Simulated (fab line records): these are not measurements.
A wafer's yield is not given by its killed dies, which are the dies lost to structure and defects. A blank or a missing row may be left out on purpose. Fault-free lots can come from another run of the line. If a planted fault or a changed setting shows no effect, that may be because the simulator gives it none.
Check of tool commonality :: flow ritCmos :: Lots sampled 13, wafers sampled 39

WHAT PROMPTED THE OPENING
At RIT_NLDD_TW_MEAS_10 the reading NLDD_TW is flagged on 1 of 13 lots. Fault-free wafers read 2480, with a standard deviation of 15.
Rule: a lot gets a flag if all its wafers with a number sit over 4 standard deviations from that mean, or if no wafer of it has a number. The other lots count as sound.

lot: L457
measured: day 2 20:49
on: filmMetro-03
NLDD_TW, wafer by wafer: 2485 2472 2473
flag: 

lot: L458
measured: day 2 23:31
on: filmMetro-04
NLDD_TW, wafer by wafer: 2487 2468 2483
flag: 

lot: L459
measured: day 3 06:51
on: filmMetro-04
NLDD_TW, wafer by wafer: 2477 2474 2482
flag: 

lot: L461
measured: day 3 16:17
on: filmMetro-03
NLDD_TW, wafer by wafer: 2500 2483 2485
flag: 

lot: L462
measured: day 4 01:52
on: filmMetro-02
NLDD_TW, wafer by wafer: 2485 2485 2486
flag: 

lot: L465
measured: day 4 14:58
on: filmMetro-04
NLDD_TW, wafer by wafer: 2458 2454 2463
flag: 

lot: L466
measured: day 4 21:03
on: filmMetro-03
NLDD_TW, wafer by wafer: 2499 2502 2492
flag: 

lot: L467
measured: day 5 02:16
on: filmMetro-03
NLDD_TW, wafer by wafer: 2499 2488 2485
flag: 

lot: L468
measured: day 5 03:55
on: filmMetro-03
NLDD_TW, wafer by wafer: 2493 2480 2473
flag: 

lot: L469
measured: day 5 11:32
on: filmMetro-04
NLDD_TW, wafer by wafer: 30 30 30
flag: FLAGGED

lot: L475
measured: day 6 22:43
on: filmMetro-02
NLDD_TW, wafer by wafer: 2441 2467 2451
flag: 

lot: L478
measured: day 7 06:05
on: filmMetro-02
NLDD_TW, wafer by wafer: 2496 2500 2498
flag: 

lot: L480
measured: day 7 17:55
on: filmMetro-03
NLDD_TW, wafer by wafer: 2493 2498 2477
flag: 
Averaged over the flagged lots the numbers come to 30, -2450 from the usual (-99 or more standard deviations).

LOT BY LOT: THE TOOL USED
The record holds 2 process steps before the reading, out of a route of 202 steps. Each cell gives the tool, then ch followed by the chambers the sampled wafers passed through, then the start.
lot: L457
flag: 
RIT_PWELL_STRIP_09: plasmaAsher-04 ch 0,1, day 2 00:56
RIT_NLDD_EXPOSE_03: ilineStepper-01 ch 0, day 2 19:55

lot: L458
flag: 
RIT_PWELL_STRIP_09: plasmaAsher-04 ch 0,1, day 2 04:03
RIT_NLDD_EXPOSE_03: ilineStepper-02 ch 0, day 2 22:37

lot: L459
flag: 
RIT_PWELL_STRIP_09: plasmaAsher-02 ch 1, day 2 09:55
RIT_NLDD_EXPOSE_03: ilineStepper-01 ch 0, day 3 05:46

lot: L461
flag: 
RIT_PWELL_STRIP_09: plasmaAsher-02 ch 0,1, day 2 19:36
RIT_NLDD_EXPOSE_03: ilineStepper-01 ch 0, day 3 15:22

lot: L462
flag: 
RIT_PWELL_STRIP_09: plasmaAsher-04 ch 0,1, day 3 02:01
RIT_NLDD_EXPOSE_03: ilineStepper-02 ch 0, day 4 00:56

lot: L465
flag: 
RIT_PWELL_STRIP_09: plasmaAsher-01 ch 0,1, day 3 15:40
RIT_NLDD_EXPOSE_03: ilineStepper-02 ch 0, day 4 13:58

lot: L466
flag: 
RIT_PWELL_STRIP_09: plasmaAsher-01 ch 0,1, day 4 00:48
RIT_NLDD_EXPOSE_03: ilineStepper-01 ch 0, day 4 20:07

lot: L467
flag: 
RIT_PWELL_STRIP_09: plasmaAsher-01 ch 0,1, day 4 03:43
RIT_NLDD_EXPOSE_03: ilineStepper-02 ch 0, day 5 01:22

lot: L468
flag: 
RIT_PWELL_STRIP_09: plasmaAsher-01 ch 0,1, day 4 06:02
RIT_NLDD_EXPOSE_03: ilineStepper-02 ch 0, day 5 03:00

lot: L469
flag: FLAGGED
RIT_PWELL_STRIP_09: plasmaAsher-01 ch 0,1, day 4 12:14
RIT_NLDD_EXPOSE_03: ilineStepper-01 ch 0, day 5 10:35

lot: L475
flag: 
RIT_PWELL_STRIP_09: plasmaAsher-04 ch 0,1, day 6 01:06
RIT_NLDD_EXPOSE_03: ilineStepper-02 ch 0, day 6 21:49

lot: L478
flag: 
RIT_PWELL_STRIP_09: plasmaAsher-04 ch 0,1, day 6 09:49
RIT_NLDD_EXPOSE_03: ilineStepper-01 ch 0, day 7 05:11

lot: L480
flag: 
RIT_PWELL_STRIP_09: plasmaAsher-04 ch 0,1, day 6 20:26
RIT_NLDD_EXPOSE_03: ilineStepper-02 ch 0, day 7 17:01
What is done by these steps:
- RIT_PWELL_STRIP_09: strips in O2, time 180 s.
- RIT_NLDD_EXPOSE_03: exposes mask M7, target cd 40700 nm.
- RIT_NLDD_TW_MEAS_10

FLAGGED OVER TOTAL, TOOL BY TOOL (the gauges that took the reading come last)
step: RIT_PWELL_STRIP_09
tool: plasmaAsher-01
lots run: 5
flagged: 1
share of the flagged lots: all
sound lots run after its first flagged lot: 0

step: RIT_PWELL_STRIP_09
tool: plasmaAsher-02
lots run: 2
flagged: 0
share of the flagged lots: none
sound lots run after its first flagged lot: -

step: RIT_PWELL_STRIP_09
tool: plasmaAsher-04
lots run: 6
flagged: 0
share of the flagged lots: none
sound lots run after its first flagged lot: -

step: RIT_NLDD_EXPOSE_03
tool: ilineStepper-01
lots run: 6
flagged: 1
share of the flagged lots: all
sound lots run after its first flagged lot: 1 (L478)

step: RIT_NLDD_EXPOSE_03
tool: ilineStepper-02
lots run: 7
flagged: 0
share of the flagged lots: none
sound lots run after its first flagged lot: -

step: RIT_NLDD_TW_MEAS_10
tool: filmMetro-02
lots run: 3
flagged: 0
share of the flagged lots: none
sound lots run after its first flagged lot: -

step: RIT_NLDD_TW_MEAS_10
tool: filmMetro-03
lots run: 6
flagged: 0
share of the flagged lots: none
sound lots run after its first flagged lot: -

step: RIT_NLDD_TW_MEAS_10
tool: filmMetro-04
lots run: 4
flagged: 1
share of the flagged lots: all
sound lots run after its first flagged lot: 0

WHAT THE TABLE ALLOWS
Rows of the table that ran every flagged lot, 3 in all: plasmaAsher-01 at RIT_PWELL_STRIP_09, ilineStepper-01 at RIT_NLDD_EXPOSE_03, filmMetro-04 at RIT_NLDD_TW_MEAS_10.
- plasmaAsher-01 at RIT_PWELL_STRIP_09: 1 of its 5 lots flagged. A fault beginning between L468 (day 4 06:02), its last sound lot, and L469 (day 4 12:14), its first flagged one, fits the data.
- ilineStepper-01 at RIT_NLDD_EXPOSE_03: 1 of its 6 lots flagged. After the first flagged lot (L478), sound lots still ran on it; a lasting fault on the whole tool would not permit that.
- filmMetro-04 at RIT_NLDD_TW_MEAS_10: 1 of its 4 lots flagged. A fault beginning between L465 (day 4 14:58), its last sound lot, and L469 (day 5 11:32), its first flagged one, fits the data.
A lot count leaves these 2 tools indistinguishable: every one of them fits a fault beginning at some hour. More lots, or a look at what each step does to the wafer, might.

WHAT THE SIMULATOR HAD INSERTED
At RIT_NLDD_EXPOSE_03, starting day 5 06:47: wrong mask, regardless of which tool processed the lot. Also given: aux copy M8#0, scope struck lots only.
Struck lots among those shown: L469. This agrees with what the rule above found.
